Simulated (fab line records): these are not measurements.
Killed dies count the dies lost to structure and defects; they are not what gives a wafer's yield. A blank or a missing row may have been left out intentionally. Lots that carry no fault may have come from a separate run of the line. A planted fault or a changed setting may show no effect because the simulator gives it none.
A struck lot beside a sound one    flow rit_cmos    16 steps out of a route of 202
Sound: the wafers L466.1, L466.2, L466.3. Wafers struck: L476.2, L476.4, L476.6. The cause is named last.
Per side, at each step with rows, come the tool, then ch with its chambers, and then its first start. Under that, the readings that differ: sound wafers    struck wafers    difference of the means    sigmas: that difference in standard deviations of wafers without a fault.
alike: a reading whose means differ by less than 2 such deviations, as well as words and numbers matching on both sides. not compared: withheld readings; readings where some wafer has no value; bounds like >300 that might hide an equal value; numbers whose values overlap and for which the record gives no deviation.
The two part at a step that has a row with sigmas, a row that says differs or no value, or rows on one side only. When numbers do not overlap yet have no deviation, they are printed without sigmas and do not part them. A reading that every wafer of one side lacks parts them only if that side has two wafers or more.

RIT_ACTIVE_BOW_MEAS_00:
  sound on film_metro-01, day 3 07:00; struck on film_metro-02, day 5 09:01
  alike: INCOMING_BOW
then, 1 step without rows for these wafers: RIT_ACTIVE_OXIDATION_01 (target thk 46.8 nm, ox time 3360 s).
RIT_ACTIVE_THK_MEAS_02:
  sound on film_metro-03, day 3 09:10; struck on film_metro-01, day 5 11:04
reading                sound           struck          difference  sigmas
ACTIVE_OXIDE_THK (nm)  47.7 46.8 47.6  45.7 45.2 46.1  -1.7        -2
then, 1 step without rows for these wafers: RIT_ACTIVE_CVD_03 (deposits Si3N4 from SiH2Cl2/NH3, target thk 150 nm, time 1500 s).
RIT_ACTIVE_THK_MEAS_04:
  sound on film_metro-01, day 3 10:38; struck on film_metro-01, day 5 12:32
  alike: ACTIVE_NITRIDE_THK
then, 3 steps without rows for these wafers: RIT_ACTIVE_HMDS_05 (prime time 60 s); RIT_ACTIVE_COAT_06 (resist thk 1000 nm); RIT_ACTIVE_SOFTBAKE_07 (time 60 s).
RIT_ACTIVE_EXPOSE_08: exposes mask M1, target cd 1400 nm.
  sound on iline_stepper-01 ch 0, day 3 11:20; struck on iline_stepper-02 ch 0, day 5 13:04
reading               sound                 struck                difference  sigmas
exposure_dose_mJ_cm2  222.55 222.52 222.68  215.96 216.09 215.80  -6.63       -29
  alike: mask
following that, these wafers have no rows for 1 step: RIT_ACTIVE_PEB_09.
RIT_ACTIVE_DEVELOP_10: develop time 51.44 s.
  sound on litho_track-03 ch 0; struck on litho_track-03 ch 0
reading                  sound           struck          difference  sigmas
model.ACTIVE.cd_nm (nm)  1401 1401 1401  1359 1340 1391  -38         
RIT_ACTIVE_CD_MEAS_11 targets a cd of 1400 nm.
  sound on cd_sem-02, day 3 11:44; struck on cd_sem-01, day 5 13:28
reading     sound                 struck                difference  sigmas
cd_nm (nm)  1400.8 1401.0 1401.0  1358.9 1340.5 1390.9  -37.5       -15
then, 1 step without rows for these wafers: RIT_ACTIVE_HARDBAKE_12 (time 60 s).
RIT_ACTIVE_ETCH_13: etches Si3N4 in SF6, stops on SiO2, time 210 s, target depth 210 nm.
  sound on rie_diel-02 ch 1,2,3, day 3 12:00; struck on rie_diel-01 ch 2,3, day 5 13:43
reading                      sound           struck          difference  sigmas
drypump_motor_current_A (A)  5.4 5.4 5.7     5.8 6.7 6.7     +0.9        +2
model.ACTIVE.cd_nm (nm)      1401 1401 1401  1359 1341 1391  -37         
  alike: oes_product_au, throttle_valve_pct
  not compared: rf_hours_counter_h
RIT_ACTIVE_STRIP_14: strips in O2, time 180 s.
  sound on plasma_asher-02 ch 0,1, day 3 12:08; struck on plasma_asher-02 ch 1, day 5 13:50
  alike: drypump_motor_current_A, o2_flow_sccm
  not compared: rf_hours_counter_h
RIT_M1_PROBE_99:
  sound on prober-01, day 5 08:11; struck on prober-01, day 7 10:23
reading             sound  struck  difference  sigmas
killed_at_M0_to_M3  0 0 0  1 0 1   +1          +3
  alike: killed_at_contacts, killed_at_front_end, killed_dies, killed_open, killed_short
  not compared: model.etest.pplus_sal.width_nm, model.etest.nplus_sal.width_nm, model.etest.pldd.width_nm, model.etest.nldd.width_nm

## WHERE THEY PART
Last at RIT_M1_PROBE_99 as far as this record goes, first at RIT_ACTIVE_THK_MEAS_02.

WHY: whatever the simulator had introduced
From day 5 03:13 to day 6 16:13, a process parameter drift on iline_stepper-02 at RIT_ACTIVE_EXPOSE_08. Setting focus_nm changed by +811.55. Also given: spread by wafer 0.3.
